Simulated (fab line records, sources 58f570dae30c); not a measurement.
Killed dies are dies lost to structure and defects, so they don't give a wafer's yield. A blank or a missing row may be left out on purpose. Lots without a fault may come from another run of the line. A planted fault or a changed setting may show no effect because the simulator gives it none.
Chamber matching | flow berkeley_cmos170 | UCB170_V1_CMP_02 on cmp-02: 4 sister chambers
The step polishes SiO2. 8 wafers are shown with their chamber, then 9 later ones without.

WAFERS WITH THEIR CHAMBER
wafer  | chamber | motor_current_A (A)
L697.2 | 0       | 14.6
L699.5 | 2       | 16.2
L700.1 | 1       | 13.9
L700.2 | 3       | 16.9
L700.5 | 0       | 14.1
L707.1 | 1       | 14.0
L707.2 | 3       | 17.2
L707.6 | 2       | 16.4

WAFERS WITHOUT THEIR CHAMBER
wafer  | motor_current_A (A)
L712.1 | 15.5
L712.2 | 13.8
L712.6 | 17.5
L713.1 | 16.4
L713.5 | 15.3
L713.6 | 17.7
L715.2 | 13.8
L715.4 | 17.0
L715.6 | 14.8

WHICH CHAMBER EACH WENT THROUGH
wafer  | from the rows above          | in truth
L712.1 | can't be placed: 2 or 0      | 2
L712.2 | can't be placed: 1 or 0      | 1
L712.6 | 3                            | 3
L713.1 | 2                            | 2
L713.5 | can't be placed: 0 or 2 or 1 | 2
L713.6 | 3                            | 3
L715.2 | can't be placed: 1 or 0      | 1
L715.4 | 3                            | 3
L715.6 | can't be placed: 0 or 1      | 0
Placed correctly: 4 of 9. Can't be placed from these rows: 5 (the true chamber is among the candidates in 5). Placed wrongly: 0.
How it was worked out, from the rows above alone: a wafer's distance from a chamber is the root of the sum, over the readings, of the square of ((its reading less the chamber's mean) divided by the reading's scatter). The wafer belongs to the nearest chamber; if the next one is less than 2 further off, it can't be placed. A chamber's mean is the mean of its shown wafers. The scatter: the root of (the sum of the squares of (reading less its chamber's mean) over the shown wafers, divided by (wafers less chambers)).
